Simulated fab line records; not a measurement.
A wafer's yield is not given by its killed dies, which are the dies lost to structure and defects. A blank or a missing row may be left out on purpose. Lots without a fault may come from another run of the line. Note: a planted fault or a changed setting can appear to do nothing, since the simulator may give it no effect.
fab line records / flow rit_cmos
record: lots: 5 wafers: 23
route steps=202 shown M1@190
start_h: hours from the record's opening day to when the first of the lot's shown wafers began / wait_h: hours since the lot's step before / " identical to the entry in the row above / L1.1+2: several wafers, shown together as one row / - no value, or no start given / * or withheld: withheld / < > ~ a bound
route shown NAME@n: NAME is a module with steps in the file, n the number in the route of the first one / usual: the fault-free wafers' mean and standard deviation / same: alike in all rows / chamber/n: place in a boat / sites: per-site readings / _std_site: the standard deviation of these / _edge_site: inner sites' mean taken away from outer sites' mean / radius_mm: for every site, how far away it sits from the centre of the wafer / mask NAME#n: copy n / behind: tool/chamber where the wafer was last shaped / hold: what put the lot on hold/how long, in hours/how the hold closed / device: whichever transistor did not switch (one of n, p or np) / end of line: the route-end tests of the same wafers / a step with no rows: only its recipe / killed: dies lost to structure and defects at the first sort, not the wafer's yield / map: shows each die of a wafer: x if killed, . if not, _ if none is there
set.NAME: the run value of the setting; set.NAME@STEP: its run value at that earlier step / model.NAME: the simulator's own value behind a step, which no gauge read
lots whose settings were changed on purpose; a table a step, a row a wafer
== steps ==
step: RIT_M1_EXPOSE_06
recipe: mask_id: M12 na: 0.6 source_shape: conventional sigma_outer: 0.5 target_cd_nm: 2600 dose_mj: 250
lot.wafer=L077.1+6 tool=iline_stepper-02 chamber=0 start_h=74.87 wait_h=0.1 mask=M12#0 set.dose_mj=250
lot.wafer=L077.2+3+4 tool=iline_stepper-02 chamber=0 start_h=74.87 wait_h=0.1 mask=M12#0 set.dose_mj=263.6
lot.wafer=L076.2+3+4 tool=iline_stepper-02 chamber=0 start_h=75.77 wait_h=0.1 mask=M12#0 set.dose_mj=250
lot.wafer=L080.2+3+4 tool=iline_stepper-02 chamber=0 start_h=90.49 wait_h=0.2 mask=M12#0 set.dose_mj=250
lot.wafer=L080.5+6 tool=iline_stepper-02 chamber=0 start_h=90.49 wait_h=0.2 mask=M12#0 set.dose_mj=260.3
lot.wafer=L082.1+2+4 tool=iline_stepper-01 chamber=0 start_h=95.23 wait_h=0.1 mask=M12#0 set.dose_mj=235.4
lot.wafer=L082.3+5 tool=iline_stepper-01 chamber=0 start_h=95.23 wait_h=0.1 mask=M12#0 set.dose_mj=250
lot.wafer=L085.1+2+6 tool=iline_stepper-02 chamber=0 start_h=118.06 wait_h=0.1 mask=M12#0 set.dose_mj=250
lot.wafer=L085.3+4 tool=iline_stepper-02 chamber=0 start_h=118.06 wait_h=0.1 mask=M12#0 set.dose_mj=266.1
step: RIT_M1_PEB_07
recipe: resist: NOVOLAK temp_c: withheld time_s: withheld
step: RIT_M1_DEVELOP_08
recipe: resist: NOVOLAK develop_time_s: 68 dev_temp_c: 23
step: RIT_M1_CD_MEAS_09
recipe: target_cd_nm: 2600
usual: cd_nm: 2599.8/2.8
lot.wafer=L077.1 tool=cd_sem-01 chamber=- start_h=75.30 wait_h=- set.dose_mj@M1_EXPOSE_06=250 cd_nm=2603.5
lot.wafer=L077.2 tool=cd_sem-01 chamber=- start_h=75.30 wait_h=- set.dose_mj@M1_EXPOSE_06=263.6 cd_nm=2590.0
lot.wafer=L077.3 tool=cd_sem-01 chamber=- start_h=75.30 wait_h=- set.dose_mj@M1_EXPOSE_06=263.6 cd_nm=2591.0
lot.wafer=L077.4 tool=cd_sem-01 chamber=- start_h=75.30 wait_h=- set.dose_mj@M1_EXPOSE_06=263.6 cd_nm=2590.9
lot.wafer=L077.6 tool=cd_sem-01 chamber=- start_h=75.30 wait_h=- set.dose_mj@M1_EXPOSE_06=250 cd_nm=2607.1
lot.wafer=L076.2 tool=cd_sem-01 chamber=- start_h=76.20 wait_h=- set.dose_mj@M1_EXPOSE_06=250 cd_nm=2595.2
lot.wafer=L076.3 tool=cd_sem-01 chamber=- start_h=76.20 wait_h=- set.dose_mj@M1_EXPOSE_06=250 cd_nm=2596.6
lot.wafer=L076.4 tool=cd_sem-01 chamber=- start_h=76.20 wait_h=- set.dose_mj@M1_EXPOSE_06=250 cd_nm=2597.9
lot.wafer=L080.2 tool=cd_sem-01 chamber=- start_h=90.92 wait_h=- set.dose_mj@M1_EXPOSE_06=250 cd_nm=2600.8
lot.wafer=L080.3 tool=cd_sem-01 chamber=- start_h=90.92 wait_h=- set.dose_mj@M1_EXPOSE_06=250 cd_nm=2599.1
lot.wafer=L080.4 tool=cd_sem-01 chamber=- start_h=90.92 wait_h=- set.dose_mj@M1_EXPOSE_06=250 cd_nm=2598.4
lot.wafer=L080.5 tool=cd_sem-01 chamber=- start_h=90.92 wait_h=- set.dose_mj@M1_EXPOSE_06=260.3 cd_nm=2584.7
lot.wafer=L080.6 tool=cd_sem-01 chamber=- start_h=90.92 wait_h=- set.dose_mj@M1_EXPOSE_06=260.3 cd_nm=2588.0
lot.wafer=L082.1 tool=cd_sem-02 chamber=- start_h=95.66 wait_h=- set.dose_mj@M1_EXPOSE_06=235.4 cd_nm=2617.4
lot.wafer=L082.2 tool=cd_sem-02 chamber=- start_h=95.66 wait_h=- set.dose_mj@M1_EXPOSE_06=235.4 cd_nm=2617.8
lot.wafer=L082.3 tool=cd_sem-02 chamber=- start_h=95.66 wait_h=- set.dose_mj@M1_EXPOSE_06=250 cd_nm=2600.0
lot.wafer=L082.4 tool=cd_sem-02 chamber=- start_h=95.66 wait_h=- set.dose_mj@M1_EXPOSE_06=235.4 cd_nm=2617.3
lot.wafer=L082.5 tool=cd_sem-02 chamber=- start_h=95.66 wait_h=- set.dose_mj@M1_EXPOSE_06=250 cd_nm=2604.0
lot.wafer=L085.1 tool=cd_sem-02 chamber=- start_h=118.49 wait_h=- set.dose_mj@M1_EXPOSE_06=250 cd_nm=2598.3
lot.wafer=L085.2 tool=cd_sem-02 chamber=- start_h=118.49 wait_h=- set.dose_mj@M1_EXPOSE_06=250 cd_nm=2597.7
lot.wafer=L085.3 tool=cd_sem-02 chamber=- start_h=118.49 wait_h=- set.dose_mj@M1_EXPOSE_06=266.1 cd_nm=2580.5
lot.wafer=L085.4 tool=cd_sem-02 chamber=- start_h=118.49 wait_h=- set.dose_mj@M1_EXPOSE_06=266.1 cd_nm=2579.6
lot.wafer=L085.6 tool=cd_sem-02 chamber=- start_h=118.49 wait_h=- set.dose_mj@M1_EXPOSE_06=250 cd_nm=2597.6
step: RIT_M1_HARDBAKE_11
recipe: resist: NOVOLAK temp_c: 140 time_s: 120
step: RIT_M1_METAL_ETCH_12
recipe: stop_on: SiO2 chemistry: Cl2/BCl3 target: Al time_s: 165 over_etch_frac: 0.5 pressure_mtorr: 100 target_depth_a: 6000 rf_w: 250 Cl2_flow_sccm: 60 bcl3_flow_sccm: 50
lot.wafer=L077.1 tool=rie_metal-02 chamber=0 start_h=75.71 wait_h=0.2 set.dose_mj@M1_EXPOSE_06=250 model.M1.cd_nm=2601
lot.wafer=L077.2+4 tool=rie_metal-02 chamber=1 start_h=75.71 wait_h=0.2 set.dose_mj@M1_EXPOSE_06=263.6 model.M1.cd_nm=2590
lot.wafer=L077.3 tool=rie_metal-02 chamber=0 start_h=75.71 wait_h=0.2 set.dose_mj@M1_EXPOSE_06=263.6 model.M1.cd_nm=2588
lot.wafer=L077.6 tool=rie_metal-02 chamber=1 start_h=75.71 wait_h=0.2 set.dose_mj@M1_EXPOSE_06=250 model.M1.cd_nm=2606
lot.wafer=L076.2 tool=rie_metal-01 chamber=0 start_h=76.59 wait_h=0.2 set.dose_mj@M1_EXPOSE_06=250 model.M1.cd_nm=2590
lot.wafer=L076.3 tool=rie_metal-01 chamber=0 start_h=76.59 wait_h=0.2 set.dose_mj@M1_EXPOSE_06=250 model.M1.cd_nm=2592
lot.wafer=L076.4 tool=rie_metal-01 chamber=1 start_h=76.59 wait_h=0.2 set.dose_mj@M1_EXPOSE_06=250 model.M1.cd_nm=2599
lot.wafer=L080.2 tool=rie_metal-01 chamber=0 start_h=91.30 wait_h=0.2 set.dose_mj@M1_EXPOSE_06=250 model.M1.cd_nm=2597
lot.wafer=L080.3 tool=rie_metal-01 chamber=1 start_h=91.30 wait_h=0.2 set.dose_mj@M1_EXPOSE_06=250 model.M1.cd_nm=2598
lot.wafer=L080.4 tool=rie_metal-01 chamber=0 start_h=91.30 wait_h=0.2 set.dose_mj@M1_EXPOSE_06=250 model.M1.cd_nm=2594
lot.wafer=L080.5 tool=rie_metal-01 chamber=0 start_h=91.30 wait_h=0.2 set.dose_mj@M1_EXPOSE_06=260.3 model.M1.cd_nm=2581
lot.wafer=L080.6 tool=rie_metal-01 chamber=1 start_h=91.30 wait_h=0.2 set.dose_mj@M1_EXPOSE_06=260.3 model.M1.cd_nm=2589
lot.wafer=L082.1+4 tool=rie_metal-02 chamber=1,0 start_h=96.07 wait_h=0.2 set.dose_mj@M1_EXPOSE_06=235.4 model.M1.cd_nm=2616
lot.wafer=L082.2 tool=rie_metal-02 chamber=0 start_h=96.07 wait_h=0.2 set.dose_mj@M1_EXPOSE_06=235.4 model.M1.cd_nm=2618
lot.wafer=L082.3 tool=rie_metal-02 chamber=1 start_h=96.07 wait_h=0.2 set.dose_mj@M1_EXPOSE_06=250 model.M1.cd_nm=2597
lot.wafer=L082.5 tool=rie_metal-02 chamber=0 start_h=96.07 wait_h=0.2 set.dose_mj@M1_EXPOSE_06=250 model.M1.cd_nm=2603
lot.wafer=L085.1 tool=rie_metal-02 chamber=0 start_h=118.90 wait_h=0.2 set.dose_mj@M1_EXPOSE_06=250 model.M1.cd_nm=2596
lot.wafer=L085.2+6 tool=rie_metal-02 chamber=1 start_h=118.90 wait_h=0.2 set.dose_mj@M1_EXPOSE_06=250 model.M1.cd_nm=2594
lot.wafer=L085.3 tool=rie_metal-02 chamber=0 start_h=118.90 wait_h=0.2 set.dose_mj@M1_EXPOSE_06=266.1 model.M1.cd_nm=2578
lot.wafer=L085.4 tool=rie_metal-02 chamber=1 start_h=118.90 wait_h=0.2 set.dose_mj@M1_EXPOSE_06=266.1 model.M1.cd_nm=2576
step: RIT_M1_STRIP_13
recipe: chemistry: nmp resist: NOVOLAK temp_c: 80 time_s: 600 dry: n2_spin
step: RIT_M1_STRIP_14
recipe: chemistry: O2 time_s: 180 platen_temp_c: withheld power_w: 500 pressure_mtorr: 4000 o2_flow_sccm: 4000
step: RIT_M1_CD_MEAS_90
recipe: target_cd_nm: 2600
usual: cd_nm: 2599/4
lot.wafer=L077.1 tool=cd_sem-02 chamber=- start_h=76.24 wait_h=0.1 set.dose_mj@M1_EXPOSE_06=250 cd_nm=2601
lot.wafer=L077.2 tool=cd_sem-02 chamber=- start_h=76.24 wait_h=0.1 set.dose_mj@M1_EXPOSE_06=263.6 cd_nm=2589
lot.wafer=L077.3 tool=cd_sem-02 chamber=- start_h=76.24 wait_h=0.1 set.dose_mj@M1_EXPOSE_06=263.6 cd_nm=2588
lot.wafer=L077.4 tool=cd_sem-02 chamber=- start_h=76.24 wait_h=0.1 set.dose_mj@M1_EXPOSE_06=263.6 cd_nm=2590
lot.wafer=L077.6 tool=cd_sem-02 chamber=- start_h=76.24 wait_h=0.1 set.dose_mj@M1_EXPOSE_06=250 cd_nm=2606
lot.wafer=L076.2 tool=cd_sem-02 chamber=- start_h=77.12 wait_h=0.1 set.dose_mj@M1_EXPOSE_06=250 cd_nm=2590
lot.wafer=L076.3 tool=cd_sem-02 chamber=- start_h=77.12 wait_h=0.1 set.dose_mj@M1_EXPOSE_06=250 cd_nm=2593
lot.wafer=L076.4 tool=cd_sem-02 chamber=- start_h=77.12 wait_h=0.1 set.dose_mj@M1_EXPOSE_06=250 cd_nm=2598
lot.wafer=L080.2 tool=cd_sem-01 chamber=- start_h=91.89 wait_h=0.1 set.dose_mj@M1_EXPOSE_06=250 cd_nm=2598
lot.wafer=L080.3 tool=cd_sem-01 chamber=- start_h=91.89 wait_h=0.1 set.dose_mj@M1_EXPOSE_06=250 cd_nm=2598
lot.wafer=L080.4 tool=cd_sem-01 chamber=- start_h=91.89 wait_h=0.1 set.dose_mj@M1_EXPOSE_06=250 cd_nm=2594
lot.wafer=L080.5 tool=cd_sem-01 chamber=- start_h=91.89 wait_h=0.1 set.dose_mj@M1_EXPOSE_06=260.3 cd_nm=2581
lot.wafer=L080.6 tool=cd_sem-01 chamber=- start_h=91.89 wait_h=0.1 set.dose_mj@M1_EXPOSE_06=260.3 cd_nm=2589
lot.wafer=L082.1 tool=cd_sem-01 chamber=- start_h=96.58 wait_h=0.1 set.dose_mj@M1_EXPOSE_06=235.4 cd_nm=2615
lot.wafer=L082.2 tool=cd_sem-01 chamber=- start_h=96.58 wait_h=0.1 set.dose_mj@M1_EXPOSE_06=235.4 cd_nm=2618
lot.wafer=L082.3 tool=cd_sem-01 chamber=- start_h=96.58 wait_h=0.1 set.dose_mj@M1_EXPOSE_06=250 cd_nm=2597
lot.wafer=L082.4 tool=cd_sem-01 chamber=- start_h=96.58 wait_h=0.1 set.dose_mj@M1_EXPOSE_06=235.4 cd_nm=2616
lot.wafer=L082.5 tool=cd_sem-01 chamber=- start_h=96.58 wait_h=0.1 set.dose_mj@M1_EXPOSE_06=250 cd_nm=2603
lot.wafer=L085.1 tool=cd_sem-02 chamber=- start_h=119.41 wait_h=0.1 set.dose_mj@M1_EXPOSE_06=250 cd_nm=2596
lot.wafer=L085.2 tool=cd_sem-02 chamber=- start_h=119.41 wait_h=0.1 set.dose_mj@M1_EXPOSE_06=250 cd_nm=2594
lot.wafer=L085.3 tool=cd_sem-02 chamber=- start_h=119.41 wait_h=0.1 set.dose_mj@M1_EXPOSE_06=266.1 cd_nm=2578
lot.wafer=L085.4 tool=cd_sem-02 chamber=- start_h=119.41 wait_h=0.1 set.dose_mj@M1_EXPOSE_06=266.1 cd_nm=2576
lot.wafer=L085.6 tool=cd_sem-02 chamber=- start_h=119.41 wait_h=0.1 set.dose_mj@M1_EXPOSE_06=250 cd_nm=2594
== key ==
split: step: RIT_M1_EXPOSE_06 setting: dose_mj stated: 250 by: wafer
response: step: RIT_M1_CD_MEAS_09 reading: cd_nm change: -2.78 per: 1% r: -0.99
response: step: RIT_M1_METAL_ETCH_12 reading: model.M1.cd_nm change: -2.76 per: 1% r: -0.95
response: step: RIT_M1_CD_MEAS_90 reading: cd_nm change: -2.77 per: 1% r: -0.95
